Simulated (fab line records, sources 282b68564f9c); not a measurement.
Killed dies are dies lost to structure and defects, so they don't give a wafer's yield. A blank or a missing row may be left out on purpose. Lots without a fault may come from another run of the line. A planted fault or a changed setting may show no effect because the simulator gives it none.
Split-lot experiment | flow rit_cmos | 5 lots, 23 wafers read, on a route of 202 steps

THE SPLIT
At RIT_M1_COAT_04 (resist thk 1300 nm), the setting spin_rpm was moved away from the recipe's 2000 rpm on 5 of the 23 wafers read, by -6.3% to -5.8%. The other wafers ran this setting at the recipe's value.

FROM THE SPLIT TO THE READING: what the file shows between them, 2 steps
- RIT_M1_DEVELOP_08: develop time 68 s (also split here: develop_time_s)
- RIT_M1_CD_MEAS_09: target cd 2600 nm

THE READING
NOVOLAK_of_M1_COAT_04.thk_nm (the simulator's own value, which no gauge read), in nm, at RIT_M1_HARDBAKE_11 (time 120 s). The file gives no usual value for it. The 18 wafers here that ran the recipe average 1136 nm, standard deviation 2.7 nm.

wafer  | tool, chamber at the split | spin_rpm as run, rpm | against the recipe | NOVOLAK_of_M1_COAT_04.thk_nm, nm | against lot-mates on the recipe
L074.2 | litho_track-04, 0          | 1885                 | -5.8%              | 1170                             | +35
L074.3 | litho_track-04, 0          | 2000                 | recipe             | 1137                             | -
L074.4 | litho_track-04, 0          | 1885                 | -5.8%              | 1165                             | +30
L074.5 | litho_track-04, 0          | 2000                 | recipe             | 1133                             | -
L074.6 | litho_track-04, 0          | 1885                 | -5.8%              | 1171                             | +36
L076.1 | litho_track-01, 0          | 2000                 | recipe             | 1132                             | -
L076.5 | litho_track-01, 0          | 2000                 | recipe             | 1132                             | -
L076.2 | litho_track-01, 0          | 2000                 | recipe             | 1134                             | -
L076.3 | litho_track-01, 0          | 2000                 | recipe             | 1133                             | -
L076.4 | litho_track-01, 0          | 2000                 | recipe             | 1131                             | -
L077.1 | litho_track-01, 0          | 2000                 | recipe             | 1139                             | -
L077.2 | litho_track-01, 0          | 2000                 | recipe             | 1135                             | -
L077.4 | litho_track-01, 0          | 2000                 | recipe             | 1137                             | -
L077.5 | litho_track-01, 0          | 2000                 | recipe             | 1138                             | -
L077.6 | litho_track-01, 0          | 2000                 | recipe             | 1140                             | -
L082.1 | litho_track-02, 0          | 2000                 | recipe             | 1138                             | -
L082.3 | litho_track-02, 0          | 2000                 | recipe             | 1138                             | -
L082.2 | litho_track-02, 0          | 2000                 | recipe             | 1134                             | -
L083.1 | litho_track-01, 0          | 1873                 | -6.3%              | 1173                             | +36
L083.3 | litho_track-01, 0          | 2000                 | recipe             | 1139                             | -
L083.4 | litho_track-01, 0          | 2000                 | recipe             | 1135                             | -
L083.5 | litho_track-01, 0          | 2000                 | recipe             | 1136                             | -
L083.6 | litho_track-01, 0          | 1873                 | -6.3%              | 1174                             | +37

THE FIT
A straight line over all 23 wafers: NOVOLAK_of_M1_COAT_04.thk_nm changes by -5.85 nm for each +1% of spin_rpm; r = -0.98; the points scatter about the line by 2.7 nm.
The same after taking each lot's own level away (the mean of its wafers on the recipe; 23 wafers): -5.83 nm for each +1%; r = -0.99; scatter 1.8 nm.
On that fit, the largest move of spin_rpm shifts the reading by 37 nm.
The lots' own levels span 1132.4 to 1137.8 nm, that is 2.0 times the standard deviation above.
So the lot-to-lot level changes the slope little: the two slopes agree.
Check: with one of the wafers moved furthest among these (-6.3%) left out of the fit, the line predicts +37.2 nm for it against its lot-mates. It came out at +36.3 nm against them.

OTHER SPLITS ON THESE WAFERS
These wafers also went through other splits before the reading. Each is held against what the fit with the lots' levels taken away leaves over:
other split on the same wafers     | wafers away from the commonest value | r with NOVOLAK_of_M1_COAT_04.thk_nm (lot level and that fit taken away)
RIT_GATE_DEVELOP_15 develop_time_s | 6                                    | +0.15
RIT_NLDD_IMPLANT_08 energy_kev     | 6                                    | +0.00
RIT_SPACER_ETCHBACK_05 time_s      | 8                                    | +0.19
RIT_SDANNEAL_RTA_03 time_s         | 6                                    | -0.06
RIT_CONTACT_COAT_03 resist_thk_nm  | 6                                    | +0.08
RIT_CONTACT_ETCH_11 over_etch_frac | 5                                    | -0.15
RIT_M1_DEVELOP_08 develop_time_s   | 8                                    | -0.10

THE WHOLE CHAIN: every reading that the file lists as answering this split, in the file's order
step               | what it does       | reading                                                                       | change (the file's fit)              | r (the file's)
RIT_M1_COAT_04     | resist thk 1300 nm | NOVOLAK_of_M1_COAT_04.thk_nm (the simulator's own value, which no gauge read) | -6.75 nm for each +1% of the setting | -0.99
RIT_M1_DEVELOP_08  | develop time 68 s  | NOVOLAK_of_M1_COAT_04.thk_nm (the simulator's own value, which no gauge read) | -6.74 nm for each +1% of the setting | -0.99
RIT_M1_HARDBAKE_11 | time 120 s         | NOVOLAK_of_M1_COAT_04.thk_nm (the simulator's own value, which no gauge read) | -5.81 nm for each +1% of the setting | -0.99

THE FILE'S OWN FIT
NOVOLAK_of_M1_COAT_04.thk_nm changes by -5.81 nm for each +1% of spin_rpm, r = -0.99.
